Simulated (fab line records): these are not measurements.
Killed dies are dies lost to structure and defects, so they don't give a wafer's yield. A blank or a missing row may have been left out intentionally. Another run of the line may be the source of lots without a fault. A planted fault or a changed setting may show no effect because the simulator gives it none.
fab line records || flow berkeley-cmos170
record {"lots": 15, "wafers": 45, "last-day": 11}
route steps=331 shown PVT@121 GATE@138 PLDD@150 NLDD@164
lots with no fault: from the same line, run without faults
start-h: the number of hours between the record's first day and the start of the first shown wafer of the lot || wait-h: time in hours since the lot's previous step || " identical to the entry in the row above || L1.1+2: several wafers, shown together as one row || - either no value or no given start || * or withheld: withheld || < > ~ a bound
route shown NAME@n: names a module that has steps shown in the file, with the first one's number in the route || usual: average and standard deviation across the fault-free wafers || same: alike in all rows || chamber/n: place in a boat || sites: per-site readings || _std_site: the values' standard deviation || _edge_site: mean of outer sites minus mean of inner sites || radius-mm: how far each site lies from the wafer's centre || mask NAME#n: copy n || behind: the last tool/chamber to shape the wafer || hold: reason for holding the lot/hours on hold/outcome of the hold || device: the n, p or np transistor that did not switch || end of line: the tests these same wafers got at the end of their route || a step without rows: its recipe alone || killed: at the first sort, the dies lost to defects and structure; wafer yield is something else || map: a wafer's dies, x killed, . not, _ none there
set.NAME: the setting that was run; set.NAME@STEP: the one run at that earlier step || model.NAME: the simulator's own value behind a step, which no gauge read
route steps across a sampled set of lots; one table per step, one row per wafer
## steps
# step UCB170_PVT_OVL_MEAS_06
# usual {"PVT_OVL": "-2/6.1"}
{"lot.wafer": "L521.1", "tool": "overlay-01", "chamber": "-", "start-h": 106.07, "wait-h": "-", "PVT_OVL[nm]": -13}
{"lot.wafer": "L521.2", "tool": "overlay-01", "chamber": "-", "start-h": 106.07, "wait-h": "-", "PVT_OVL[nm]": -6}
{"lot.wafer": "L521.6", "tool": "overlay-01", "chamber": "-", "start-h": 106.07, "wait-h": "-", "PVT_OVL[nm]": -13}
{"lot.wafer": "L522.1", "tool": "overlay-02", "chamber": "-", "start-h": 116.09, "wait-h": "-", "PVT_OVL[nm]": -14}
{"lot.wafer": "L522.2", "tool": "overlay-02", "chamber": "-", "start-h": 116.09, "wait-h": "-", "PVT_OVL[nm]": -16}
{"lot.wafer": "L522.4", "tool": "overlay-02", "chamber": "-", "start-h": 116.09, "wait-h": "-", "PVT_OVL[nm]": -15}
{"lot.wafer": "L524.2", "tool": "overlay-01", "chamber": "-", "start-h": 122.31, "wait-h": "-", "PVT_OVL[nm]": -3}
{"lot.wafer": "L524.5", "tool": "overlay-01", "chamber": "-", "start-h": 122.31, "wait-h": "-", "PVT_OVL[nm]": -14}
{"lot.wafer": "L524.6", "tool": "overlay-01", "chamber": "-", "start-h": 122.31, "wait-h": "-", "PVT_OVL[nm]": -1}
{"lot.wafer": "L523.1", "tool": "overlay-01", "chamber": "-", "start-h": 122.78, "wait-h": "-", "PVT_OVL[nm]": -1}
{"lot.wafer": "L523.2", "tool": "overlay-01", "chamber": "-", "start-h": 122.78, "wait-h": "-", "PVT_OVL[nm]": -1}
{"lot.wafer": "L523.3", "tool": "overlay-01", "chamber": "-", "start-h": 122.78, "wait-h": "-", "PVT_OVL[nm]": -4}
{"lot.wafer": "L526.3", "tool": "overlay-02", "chamber": "-", "start-h": 136.24, "wait-h": "-", "PVT_OVL[nm]": 8}
{"lot.wafer": "L526.4", "tool": "overlay-02", "chamber": "-", "start-h": 136.24, "wait-h": "-", "PVT_OVL[nm]": 3}
{"lot.wafer": "L526.6", "tool": "overlay-02", "chamber": "-", "start-h": 136.24, "wait-h": "-", "PVT_OVL[nm]": 3}
{"lot.wafer": "L527.1", "tool": "overlay-01", "chamber": "-", "start-h": 152.36, "wait-h": "-", "PVT_OVL[nm]": 0}
{"lot.wafer": "L527.5", "tool": "overlay-01", "chamber": "-", "start-h": 152.36, "wait-h": "-", "PVT_OVL[nm]": -3}
{"lot.wafer": "L527.6", "tool": "overlay-01", "chamber": "-", "start-h": 152.36, "wait-h": "-", "PVT_OVL[nm]": 5}
{"lot.wafer": "L531.1", "tool": "overlay-01", "chamber": "-", "start-h": 160.08, "wait-h": "-", "PVT_OVL[nm]": -1}
{"lot.wafer": "L531.5", "tool": "overlay-01", "chamber": "-", "start-h": 160.08, "wait-h": "-", "PVT_OVL[nm]": 0}
{"lot.wafer": "L531.6", "tool": "overlay-01", "chamber": "-", "start-h": 160.08, "wait-h": "-", "PVT_OVL[nm]": -2}
{"lot.wafer": "L532.1", "tool": "overlay-02", "chamber": "-", "start-h": 168.80, "wait-h": "-", "PVT_OVL[nm]": -4}
{"lot.wafer": "L532.5", "tool": "overlay-02", "chamber": "-", "start-h": 168.80, "wait-h": "-", "PVT_OVL[nm]": -5}
{"lot.wafer": "L532.6", "tool": "overlay-02", "chamber": "-", "start-h": 168.80, "wait-h": "-", "PVT_OVL[nm]": 2}
{"lot.wafer": "L534.2", "tool": "overlay-02", "chamber": "-", "start-h": 176.08, "wait-h": "-", "PVT_OVL[nm]": 3}
{"lot.wafer": "L534.3", "tool": "overlay-02", "chamber": "-", "start-h": 176.08, "wait-h": "-", "PVT_OVL[nm]": 3}
{"lot.wafer": "L534.6", "tool": "overlay-02", "chamber": "-", "start-h": 176.08, "wait-h": "-", "PVT_OVL[nm]": 2}
{"lot.wafer": "L535.1", "tool": "overlay-01", "chamber": "-", "start-h": 195.90, "wait-h": "-", "PVT_OVL[nm]": -4}
{"lot.wafer": "L535.4", "tool": "overlay-01", "chamber": "-", "start-h": 195.90, "wait-h": "-", "PVT_OVL[nm]": -6}
{"lot.wafer": "L535.6", "tool": "overlay-01", "chamber": "-", "start-h": 195.90, "wait-h": "-", "PVT_OVL[nm]": -3}
{"lot.wafer": "L540.2", "tool": "overlay-01", "chamber": "-", "start-h": 200.25, "wait-h": "-", "PVT_OVL[nm]": -1}
{"lot.wafer": "L540.3", "tool": "overlay-01", "chamber": "-", "start-h": 200.25, "wait-h": "-", "PVT_OVL[nm]": -5}
{"lot.wafer": "L540.5", "tool": "overlay-01", "chamber": "-", "start-h": 200.25, "wait-h": "-", "PVT_OVL[nm]": -3}
{"lot.wafer": "L541.2", "tool": "overlay-01", "chamber": "-", "start-h": 200.41, "wait-h": "-", "PVT_OVL[nm]": -3}
{"lot.wafer": "L541.4", "tool": "overlay-01", "chamber": "-", "start-h": 200.41, "wait-h": "-", "PVT_OVL[nm]": 4}
{"lot.wafer": "L541.6", "tool": "overlay-01", "chamber": "-", "start-h": 200.41, "wait-h": "-", "PVT_OVL[nm]": -8}
{"lot.wafer": "L539.2", "tool": "overlay-02", "chamber": "-", "start-h": 200.75, "wait-h": "-", "PVT_OVL[nm]": -2}
{"lot.wafer": "L539.3", "tool": "overlay-02", "chamber": "-", "start-h": 200.75, "wait-h": "-", "PVT_OVL[nm]": -1}
{"lot.wafer": "L539.4", "tool": "overlay-02", "chamber": "-", "start-h": 200.75, "wait-h": "-", "PVT_OVL[nm]": -7}
{"lot.wafer": "L543.3", "tool": "overlay-01", "chamber": "-", "start-h": 213.43, "wait-h": "-", "PVT_OVL[nm]": -6}
{"lot.wafer": "L543.4", "tool": "overlay-01", "chamber": "-", "start-h": 213.43, "wait-h": "-", "PVT_OVL[nm]": -3}
{"lot.wafer": "L543.6", "tool": "overlay-01", "chamber": "-", "start-h": 213.43, "wait-h": "-", "PVT_OVL[nm]": 2}
{"lot.wafer": "L544.1", "tool": "overlay-02", "chamber": "-", "start-h": 224.22, "wait-h": "-", "PVT_OVL[nm]": -11}
{"lot.wafer": "L544.3", "tool": "overlay-02", "chamber": "-", "start-h": 224.22, "wait-h": "-", "PVT_OVL[nm]": -5}
{"lot.wafer": "L544.4", "tool": "overlay-02", "chamber": "-", "start-h": 224.22, "wait-h": "-", "PVT_OVL[nm]": -2}
# step UCB170_GATE_CD_MEAS_12
# recipe {"target-cd-nm": 350}
# usual {"cd-nm": "350.4/1.6"}
{"lot.wafer": "L521.1", "tool": "cd-sem-01", "chamber": "-", "start-h": 118.92, "wait-h": "-", "cd-nm": 350.3}
{"lot.wafer": "L521.2", "tool": "cd-sem-01", "chamber": "-", "start-h": 118.92, "wait-h": "-", "cd-nm": 350.8}
{"lot.wafer": "L521.6", "tool": "cd-sem-01", "chamber": "-", "start-h": 118.92, "wait-h": "-", "cd-nm": 350.8}
{"lot.wafer": "L522.1", "tool": "cd-sem-01", "chamber": "-", "start-h": 125.92, "wait-h": "-", "cd-nm": 350.6}
{"lot.wafer": "L522.2", "tool": "cd-sem-01", "chamber": "-", "start-h": 125.92, "wait-h": "-", "cd-nm": 350.9}
{"lot.wafer": "L522.4", "tool": "cd-sem-01", "chamber": "-", "start-h": 125.92, "wait-h": "-", "cd-nm": 351.5}
{"lot.wafer": "L523.1", "tool": "cd-sem-01", "chamber": "-", "start-h": 133.25, "wait-h": "-", "cd-nm": 349.5}
{"lot.wafer": "L523.2", "tool": "cd-sem-01", "chamber": "-", "start-h": 133.25, "wait-h": "-", "cd-nm": 350.0}
{"lot.wafer": "L523.3", "tool": "cd-sem-01", "chamber": "-", "start-h": 133.25, "wait-h": "-", "cd-nm": 350.2}
{"lot.wafer": "L524.2", "tool": "cd-sem-01", "chamber": "-", "start-h": 133.39, "wait-h": "-", "cd-nm": 350.0}
{"lot.wafer": "L524.5", "tool": "cd-sem-01", "chamber": "-", "start-h": 133.39, "wait-h": "-", "cd-nm": 350.8}
{"lot.wafer": "L524.6", "tool": "cd-sem-01", "chamber": "-", "start-h": 133.39, "wait-h": "-", "cd-nm": 350.3}
{"lot.wafer": "L526.3", "tool": "cd-sem-01", "chamber": "-", "start-h": 147.38, "wait-h": "-", "cd-nm": 350.9}
{"lot.wafer": "L526.4", "tool": "cd-sem-01", "chamber": "-", "start-h": 147.38, "wait-h": "-", "cd-nm": 352.5}
{"lot.wafer": "L526.6", "tool": "cd-sem-01", "chamber": "-", "start-h": 147.38, "wait-h": "-", "cd-nm": 351.9}
{"lot.wafer": "L527.1", "tool": "cd-sem-01", "chamber": "-", "start-h": 163.94, "wait-h": "-", "cd-nm": 346.2}
{"lot.wafer": "L527.5", "tool": "cd-sem-01", "chamber": "-", "start-h": 163.94, "wait-h": "-", "cd-nm": 347.3}
{"lot.wafer": "L527.6", "tool": "cd-sem-01", "chamber": "-", "start-h": 163.94, "wait-h": "-", "cd-nm": 348.8}
{"lot.wafer": "L531.1", "tool": "cd-sem-01", "chamber": "-", "start-h": 171.60, "wait-h": "-", "cd-nm": 354.0}
{"lot.wafer": "L531.5", "tool": "cd-sem-01", "chamber": "-", "start-h": 171.60, "wait-h": "-", "cd-nm": 354.2}
{"lot.wafer": "L531.6", "tool": "cd-sem-01", "chamber": "-", "start-h": 171.60, "wait-h": "-", "cd-nm": 352.9}
{"lot.wafer": "L532.1", "tool": "cd-sem-01", "chamber": "-", "start-h": 183.95, "wait-h": "-", "cd-nm": 352.2}
{"lot.wafer": "L532.5", "tool": "cd-sem-01", "chamber": "-", "start-h": 183.95, "wait-h": "-", "cd-nm": 351.7}
{"lot.wafer": "L532.6", "tool": "cd-sem-01", "chamber": "-", "start-h": 183.95, "wait-h": "-", "cd-nm": 351.5}
{"lot.wafer": "L534.2", "tool": "cd-sem-01", "chamber": "-", "start-h": 191.03, "wait-h": "-", "cd-nm": 348.7}
{"lot.wafer": "L534.3", "tool": "cd-sem-01", "chamber": "-", "start-h": 191.03, "wait-h": "-", "cd-nm": 349.3}
{"lot.wafer": "L534.6", "tool": "cd-sem-01", "chamber": "-", "start-h": 191.03, "wait-h": "-", "cd-nm": 350.1}
{"lot.wafer": "L535.1", "tool": "cd-sem-01", "chamber": "-", "start-h": 205.75, "wait-h": "-", "cd-nm": 347.4}
{"lot.wafer": "L535.4", "tool": "cd-sem-01", "chamber": "-", "start-h": 205.75, "wait-h": "-", "cd-nm": 349.4}
{"lot.wafer": "L535.6", "tool": "cd-sem-01", "chamber": "-", "start-h": 205.75, "wait-h": "-", "cd-nm": 348.7}
{"lot.wafer": "L541.2", "tool": "cd-sem-01", "chamber": "-", "start-h": 209.12, "wait-h": "-", "cd-nm": 349.6}
{"lot.wafer": "L541.4", "tool": "cd-sem-01", "chamber": "-", "start-h": 209.12, "wait-h": "-", "cd-nm": 348.7}
{"lot.wafer": "L541.6", "tool": "cd-sem-01", "chamber": "-", "start-h": 209.12, "wait-h": "-", "cd-nm": 348.2}
{"lot.wafer": "L540.2", "tool": "cd-sem-02", "chamber": "-", "start-h": 209.40, "wait-h": "-", "cd-nm": 348.0}
{"lot.wafer": "L540.3", "tool": "cd-sem-02", "chamber": "-", "start-h": 209.40, "wait-h": "-", "cd-nm": 348.6}
{"lot.wafer": "L540.5", "tool": "cd-sem-02", "chamber": "-", "start-h": 209.40, "wait-h": "-", "cd-nm": 348.7}
{"lot.wafer": "L539.2", "tool": "cd-sem-02", "chamber": "-", "start-h": 209.52, "wait-h": "-", "cd-nm": 348.9}
{"lot.wafer": "L539.3", "tool": "cd-sem-02", "chamber": "-", "start-h": 209.52, "wait-h": "-", "cd-nm": 349.5}
{"lot.wafer": "L539.4", "tool": "cd-sem-02", "chamber": "-", "start-h": 209.52, "wait-h": "-", "cd-nm": 349.5}
{"lot.wafer": "L543.3", "tool": "cd-sem-02", "chamber": "-", "start-h": 225.80, "wait-h": "-", "cd-nm": 351.9}
{"lot.wafer": "L543.4", "tool": "cd-sem-02", "chamber": "-", "start-h": 225.80, "wait-h": "-", "cd-nm": 351.3}
{"lot.wafer": "L543.6", "tool": "cd-sem-02", "chamber": "-", "start-h": 225.80, "wait-h": "-", "cd-nm": 352.2}
{"lot.wafer": "L544.1", "tool": "cd-sem-02", "chamber": "-", "start-h": 231.96, "wait-h": "-", "cd-nm": 351.5}
{"lot.wafer": "L544.3", "tool": "cd-sem-02", "chamber": "-", "start-h": 231.96, "wait-h": "-", "cd-nm": 350.6}
{"lot.wafer": "L544.4", "tool": "cd-sem-02", "chamber": "-", "start-h": 231.96, "wait-h": "-", "cd-nm": 350.3}
# step UCB170_PLDD_DEVELOP_05
# recipe {"developer": "TMAH", "develop-time-s": 45, "resist": "KrF", "dev-temp-c": 21}
# usual {"chill-plate-temp-C": "23.01/0.099", "develop-time-s": "45/0", "exhaust-pa": "45.0/0.88"}
{"lot.wafer": "L521.1", "tool": "litho-track-03", "chamber": 0, "start-h": 121, "wait-h": "-", "chill-plate-temp-C": 23.11, "develop-time-s": 45, "exhaust-pa": 44.5}
{"lot.wafer": "L521.2", "tool": "litho-track-03", "chamber": 0, "start-h": 121, "wait-h": "-", "chill-plate-temp-C": 23.01, "develop-time-s": 45, "exhaust-pa": 45.2}
{"lot.wafer": "L521.6", "tool": "litho-track-03", "chamber": 0, "start-h": 121, "wait-h": "-", "chill-plate-temp-C": 22.97, "develop-time-s": 45, "exhaust-pa": 45.4}
{"lot.wafer": "L522.1", "tool": "litho-track-03", "chamber": 0, "start-h": 127, "wait-h": "-", "chill-plate-temp-C": 23.20, "develop-time-s": 45, "exhaust-pa": 43.3}
{"lot.wafer": "L522.2", "tool": "litho-track-03", "chamber": 0, "start-h": 127, "wait-h": "-", "chill-plate-temp-C": 23.07, "develop-time-s": 45, "exhaust-pa": 44.3}
{"lot.wafer": "L522.4", "tool": "litho-track-03", "chamber": 0, "start-h": 127, "wait-h": "-", "chill-plate-temp-C": 23.06, "develop-time-s": 45, "exhaust-pa": 44.6}
{"lot.wafer": "L523.1", "tool": "litho-track-01", "chamber": 0, "start-h": 136, "wait-h": "-", "chill-plate-temp-C": 22.97, "develop-time-s": 45, "exhaust-pa": 45.6}
{"lot.wafer": "L523.2", "tool": "litho-track-01", "chamber": 0, "start-h": 136, "wait-h": "-", "chill-plate-temp-C": 22.95, "develop-time-s": 45, "exhaust-pa": 45.7}
{"lot.wafer": "L523.3", "tool": "litho-track-01", "chamber": 0, "start-h": 136, "wait-h": "-", "chill-plate-temp-C": 23.06, "develop-time-s": 45, "exhaust-pa": 45.4}
{"lot.wafer": "L524.2", "tool": "litho-track-03", "chamber": 0, "start-h": 136, "wait-h": "-", "chill-plate-temp-C": 23.00, "develop-time-s": 45, "exhaust-pa": 44.8}
{"lot.wafer": "L524.5", "tool": "litho-track-03", "chamber": 0, "start-h": 136, "wait-h": "-", "chill-plate-temp-C": 22.98, "develop-time-s": 45, "exhaust-pa": 45.3}
{"lot.wafer": "L524.6", "tool": "litho-track-03", "chamber": 0, "start-h": 136, "wait-h": "-", "chill-plate-temp-C": 23.06, "develop-time-s": 45, "exhaust-pa": 45.5}
{"lot.wafer": "L526.3", "tool": "litho-track-03", "chamber": 0, "start-h": 149, "wait-h": "-", "chill-plate-temp-C": 22.98, "develop-time-s": 45, "exhaust-pa": 45.7}
{"lot.wafer": "L526.4", "tool": "litho-track-03", "chamber": 0, "start-h": 149, "wait-h": "-", "chill-plate-temp-C": 23.07, "develop-time-s": 45, "exhaust-pa": 45.4}
{"lot.wafer": "L526.6", "tool": "litho-track-03", "chamber": 0, "start-h": 149, "wait-h": "-", "chill-plate-temp-C": 23.02, "develop-time-s": 45, "exhaust-pa": 45.4}
{"lot.wafer": "L527.1", "tool": "litho-track-04", "chamber": 0, "start-h": 165, "wait-h": "-", "chill-plate-temp-C": 23.15, "develop-time-s": 45, "exhaust-pa": 43.8}
{"lot.wafer": "L527.5", "tool": "litho-track-04", "chamber": 0, "start-h": 165, "wait-h": "-", "chill-plate-temp-C": 23.01, "develop-time-s": 45, "exhaust-pa": 44.5}
{"lot.wafer": "L527.6", "tool": "litho-track-04", "chamber": 0, "start-h": 165, "wait-h": "-", "chill-plate-temp-C": 22.89, "develop-time-s": 45, "exhaust-pa": 43.4}
{"lot.wafer": "L531.1", "tool": "litho-track-03", "chamber": 0, "start-h": 172, "wait-h": "-", "chill-plate-temp-C": 23.05, "develop-time-s": 45, "exhaust-pa": 45.0}
{"lot.wafer": "L531.5", "tool": "litho-track-03", "chamber": 0, "start-h": 173, "wait-h": "-", "chill-plate-temp-C": 23.10, "develop-time-s": 45, "exhaust-pa": 43.8}
{"lot.wafer": "L531.6", "tool": "litho-track-03", "chamber": 0, "start-h": 173, "wait-h": "-", "chill-plate-temp-C": 22.89, "develop-time-s": 45, "exhaust-pa": 44.2}
{"lot.wafer": "L532.1", "tool": "litho-track-03", "chamber": "-", "start-h": 185, "wait-h": "-", "chill-plate-temp-C": "-", "develop-time-s": "-", "exhaust-pa": "-"}
{"lot.wafer": "L532.5", "tool": "litho-track-03", "chamber": "-", "start-h": 186, "wait-h": "-", "chill-plate-temp-C": "-", "develop-time-s": "-", "exhaust-pa": "-"}
{"lot.wafer": "L532.6", "tool": "litho-track-03", "chamber": "-", "start-h": 186, "wait-h": "-", "chill-plate-temp-C": "-", "develop-time-s": "-", "exhaust-pa": "-"}
{"lot.wafer": "L534.2", "tool": "litho-track-01", "chamber": "-", "start-h": 192, "wait-h": "-", "chill-plate-temp-C": "-", "develop-time-s": "-", "exhaust-pa": "-"}
{"lot.wafer": "L534.3", "tool": "litho-track-01", "chamber": "-", "start-h": 192, "wait-h": "-", "chill-plate-temp-C": "-", "develop-time-s": "-", "exhaust-pa": "-"}
{"lot.wafer": "L534.6", "tool": "litho-track-01", "chamber": "-", "start-h": 192, "wait-h": "-", "chill-plate-temp-C": "-", "develop-time-s": "-", "exhaust-pa": "-"}
{"lot.wafer": "L535.1", "tool": "litho-track-04", "chamber": "-", "start-h": 210, "wait-h": "-", "chill-plate-temp-C": "-", "develop-time-s": "-", "exhaust-pa": "-"}
{"lot.wafer": "L535.4", "tool": "litho-track-04", "chamber": "-", "start-h": 210, "wait-h": "-", "chill-plate-temp-C": "-", "develop-time-s": "-", "exhaust-pa": "-"}
{"lot.wafer": "L535.6", "tool": "litho-track-04", "chamber": "-", "start-h": 210, "wait-h": "-", "chill-plate-temp-C": "-", "develop-time-s": "-", "exhaust-pa": "-"}
{"lot.wafer": "L541.2", "tool": "litho-track-03", "chamber": 0, "start-h": 211, "wait-h": "-", "chill-plate-temp-C": 23.12, "develop-time-s": 45, "exhaust-pa": 43.0}
{"lot.wafer": "L541.4", "tool": "litho-track-03", "chamber": 0, "start-h": 211, "wait-h": "-", "chill-plate-temp-C": 22.91, "develop-time-s": 45, "exhaust-pa": 45.7}
{"lot.wafer": "L541.6", "tool": "litho-track-03", "chamber": 0, "start-h": 211, "wait-h": "-", "chill-plate-temp-C": 22.77, "develop-time-s": 45, "exhaust-pa": 44.4}
{"lot.wafer": "L540.2", "tool": "litho-track-01", "chamber": 0, "start-h": 211, "wait-h": "-", "chill-plate-temp-C": 22.85, "develop-time-s": 45, "exhaust-pa": 45.0}
{"lot.wafer": "L540.3", "tool": "litho-track-01", "chamber": 0, "start-h": 211, "wait-h": "-", "chill-plate-temp-C": 23.10, "develop-time-s": 45, "exhaust-pa": 45.0}
{"lot.wafer": "L540.5", "tool": "litho-track-01", "chamber": 0, "start-h": 211, "wait-h": "-", "chill-plate-temp-C": 23.05, "develop-time-s": 45, "exhaust-pa": 45.2}
{"lot.wafer": "L539.2", "tool": "litho-track-04", "chamber": 0, "start-h": 211, "wait-h": "-", "chill-plate-temp-C": 23.30, "develop-time-s": 45, "exhaust-pa": 44.8}
{"lot.wafer": "L539.3", "tool": "litho-track-04", "chamber": 0, "start-h": 211, "wait-h": "-", "chill-plate-temp-C": 23.10, "develop-time-s": 45, "exhaust-pa": 43.8}
{"lot.wafer": "L539.4", "tool": "litho-track-04", "chamber": 0, "start-h": 211, "wait-h": "-", "chill-plate-temp-C": 23.13, "develop-time-s": 45, "exhaust-pa": 45.1}
{"lot.wafer": "L543.3", "tool": "litho-track-03", "chamber": 0, "start-h": 227, "wait-h": "-", "chill-plate-temp-C": 23.18, "develop-time-s": 45, "exhaust-pa": 47.1}
{"lot.wafer": "L543.4", "tool": "litho-track-03", "chamber": 0, "start-h": 227, "wait-h": "-", "chill-plate-temp-C": 23.10, "develop-time-s": 45, "exhaust-pa": 46.6}
{"lot.wafer": "L543.6", "tool": "litho-track-03", "chamber": 0, "start-h": 227, "wait-h": "-", "chill-plate-temp-C": 23.06, "develop-time-s": 45, "exhaust-pa": 45.9}
{"lot.wafer": "L544.1", "tool": "litho-track-01", "chamber": 0, "start-h": 234, "wait-h": "-", "chill-plate-temp-C": 22.98, "develop-time-s": 45, "exhaust-pa": 46.2}
{"lot.wafer": "L544.3", "tool": "litho-track-01", "chamber": 0, "start-h": 234, "wait-h": "-", "chill-plate-temp-C": 23.03, "develop-time-s": 45, "exhaust-pa": 45.8}
{"lot.wafer": "L544.4", "tool": "litho-track-01", "chamber": 0, "start-h": 234, "wait-h": "-", "chill-plate-temp-C": 22.96, "develop-time-s": 45, "exhaust-pa": 46.6}
# step UCB170_NLDD_CD_MEAS_06
# recipe {"target-cd-nm": 1200}
# usual {"cd-nm": "1199.8/1.6"}
{"lot.wafer": "L521.1", "tool": "cd-sem-02", "chamber": "-", "start-h": 124.37, "wait-h": "-", "cd-nm": 1199.4}
{"lot.wafer": "L521.2", "tool": "cd-sem-02", "chamber": "-", "start-h": 124.37, "wait-h": "-", "cd-nm": 1198.9}
{"lot.wafer": "L521.6", "tool": "cd-sem-02", "chamber": "-", "start-h": 124.37, "wait-h": "-", "cd-nm": 1197.7}
{"lot.wafer": "L522.1", "tool": "cd-sem-01", "chamber": "-", "start-h": 129.68, "wait-h": "-", "cd-nm": 1200.2}
{"lot.wafer": "L522.2", "tool": "cd-sem-01", "chamber": "-", "start-h": 129.68, "wait-h": "-", "cd-nm": 1199.3}
{"lot.wafer": "L522.4", "tool": "cd-sem-01", "chamber": "-", "start-h": 129.68, "wait-h": "-", "cd-nm": 1200.6}
{"lot.wafer": "L523.1", "tool": "cd-sem-01", "chamber": "-", "start-h": 138.25, "wait-h": "-", "cd-nm": 1199.0}
{"lot.wafer": "L523.2", "tool": "cd-sem-01", "chamber": "-", "start-h": 138.25, "wait-h": "-", "cd-nm": 1198.7}
{"lot.wafer": "L523.3", "tool": "cd-sem-01", "chamber": "-", "start-h": 138.25, "wait-h": "-", "cd-nm": 1198.4}
{"lot.wafer": "L524.2", "tool": "cd-sem-01", "chamber": "-", "start-h": 138.77, "wait-h": "-", "cd-nm": 1198.3}
{"lot.wafer": "L524.5", "tool": "cd-sem-01", "chamber": "-", "start-h": 138.77, "wait-h": "-", "cd-nm": 1199.7}
{"lot.wafer": "L524.6", "tool": "cd-sem-01", "chamber": "-", "start-h": 138.77, "wait-h": "-", "cd-nm": 1198.1}
{"lot.wafer": "L526.3", "tool": "cd-sem-01", "chamber": "-", "start-h": 153.59, "wait-h": "-", "cd-nm": 1201.0}
{"lot.wafer": "L526.4", "tool": "cd-sem-01", "chamber": "-", "start-h": 153.59, "wait-h": "-", "cd-nm": 1202.4}
{"lot.wafer": "L526.6", "tool": "cd-sem-01", "chamber": "-", "start-h": 153.59, "wait-h": "-", "cd-nm": 1201.0}
{"lot.wafer": "L527.1", "tool": "cd-sem-01", "chamber": "-", "start-h": 167.35, "wait-h": "-", "cd-nm": 1199.8}
{"lot.wafer": "L527.5", "tool": "cd-sem-01", "chamber": "-", "start-h": 167.35, "wait-h": "-", "cd-nm": 1200.0}
{"lot.wafer": "L527.6", "tool": "cd-sem-01", "chamber": "-", "start-h": 167.35, "wait-h": "-", "cd-nm": 1199.6}
{"lot.wafer": "L531.1", "tool": "cd-sem-01", "chamber": "-", "start-h": 176.50, "wait-h": "-", "cd-nm": 1199.1}
{"lot.wafer": "L531.5", "tool": "cd-sem-01", "chamber": "-", "start-h": 176.50, "wait-h": "-", "cd-nm": 1199.6}
{"lot.wafer": "L531.6", "tool": "cd-sem-01", "chamber": "-", "start-h": 176.50, "wait-h": "-", "cd-nm": 1199.9}
{"lot.wafer": "L532.1", "tool": "cd-sem-01", "chamber": "-", "start-h": 187.88, "wait-h": "-", "cd-nm": 1200.9}
{"lot.wafer": "L532.5", "tool": "cd-sem-01", "chamber": "-", "start-h": 187.88, "wait-h": "-", "cd-nm": 1201.1}
{"lot.wafer": "L532.6", "tool": "cd-sem-01", "chamber": "-", "start-h": 187.88, "wait-h": "-", "cd-nm": 1201.4}
{"lot.wafer": "L534.2", "tool": "cd-sem-01", "chamber": "-", "start-h": 195.45, "wait-h": "-", "cd-nm": 1201.3}
{"lot.wafer": "L534.3", "tool": "cd-sem-01", "chamber": "-", "start-h": 195.45, "wait-h": "-", "cd-nm": 1201.5}
{"lot.wafer": "L534.6", "tool": "cd-sem-01", "chamber": "-", "start-h": 195.45, "wait-h": "-", "cd-nm": 1202.8}
{"lot.wafer": "L535.1", "tool": "cd-sem-01", "chamber": "-", "start-h": 214.03, "wait-h": "-", "cd-nm": 1201.9}
{"lot.wafer": "L535.4", "tool": "cd-sem-01", "chamber": "-", "start-h": 214.03, "wait-h": "-", "cd-nm": 1200.8}
{"lot.wafer": "L535.6", "tool": "cd-sem-01", "chamber": "-", "start-h": 214.03, "wait-h": "-", "cd-nm": 1199.6}
{"lot.wafer": "L539.2", "tool": "cd-sem-02", "chamber": "-", "start-h": 214.88, "wait-h": "-", "cd-nm": 1201.1}
{"lot.wafer": "L539.3", "tool": "cd-sem-02", "chamber": "-", "start-h": 214.88, "wait-h": "-", "cd-nm": 1202.3}
{"lot.wafer": "L539.4", "tool": "cd-sem-02", "chamber": "-", "start-h": 214.88, "wait-h": "-", "cd-nm": 1200.3}
{"lot.wafer": "L541.2", "tool": "cd-sem-02", "chamber": "-", "start-h": 215.15, "wait-h": "-", "cd-nm": 1200.8}
{"lot.wafer": "L541.4", "tool": "cd-sem-02", "chamber": "-", "start-h": 215.15, "wait-h": "-", "cd-nm": 1199.3}
{"lot.wafer": "L541.6", "tool": "cd-sem-02", "chamber": "-", "start-h": 215.15, "wait-h": "-", "cd-nm": 1200.0}
{"lot.wafer": "L540.2", "tool": "cd-sem-02", "chamber": "-", "start-h": 215.43, "wait-h": "-", "cd-nm": 1197.6}
{"lot.wafer": "L540.3", "tool": "cd-sem-02", "chamber": "-", "start-h": 215.43, "wait-h": "-", "cd-nm": 1198.5}
{"lot.wafer": "L540.5", "tool": "cd-sem-02", "chamber": "-", "start-h": 215.43, "wait-h": "-", "cd-nm": 1199.4}
{"lot.wafer": "L543.3", "tool": "cd-sem-02", "chamber": "-", "start-h": 230.46, "wait-h": "-", "cd-nm": 1201.7}
{"lot.wafer": "L543.4", "tool": "cd-sem-02", "chamber": "-", "start-h": 230.46, "wait-h": "-", "cd-nm": 1202.6}
{"lot.wafer": "L543.6", "tool": "cd-sem-02", "chamber": "-", "start-h": 230.46, "wait-h": "-", "cd-nm": 1202.2}
{"lot.wafer": "L544.1", "tool": "cd-sem-02", "chamber": "-", "start-h": 237.14, "wait-h": "-", "cd-nm": 1198.8}
{"lot.wafer": "L544.3", "tool": "cd-sem-02", "chamber": "-", "start-h": 237.14, "wait-h": "-", "cd-nm": 1197.6}
{"lot.wafer": "L544.4", "tool": "cd-sem-02", "chamber": "-", "start-h": 237.14, "wait-h": "-", "cd-nm": 1200.6}
## key
first-sign {"step": "UCB170_PLDD_DEVELOP_05", "reading": "tool-record", "direction": "missing"}
effect none on later readings
met-at UCB170_PLDD_DEVELOP_05
struck-lots L532,L534,L535
sort-left-out L532.1,L532.5,L532.6,L534.2,L534.3,L534.6,L535.1,L535.4,L535.6
tester-left-out L532,L534,L535
not-acting-at UCB170_PVT_OVL_MEAS_06,UCB170_GATE_CD_MEAS_12,UCB170_NLDD_CD_MEAS_06
fault {"kind": "skipped-step-whole", "tool": "litho-track-01,litho-track-03,litho-track-04", "chamber": "-", "onset-h": 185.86, "steps": "UCB170_PLDD_DEVELOP_05", "scope": "struck-lots-only"}
# tester-left-out: of these lots the tester's yield and bins aren't shown, on N5 and GAA mostly nor the transistor test; their killed dies are dies lost to structure and defects alone, not to doping, threshold or leakage, so they don't give the yield
# sort-left-out: the simulated sort isn't trusted on such a fault, so these wafers' sort isn't shown, and their yield isn't known
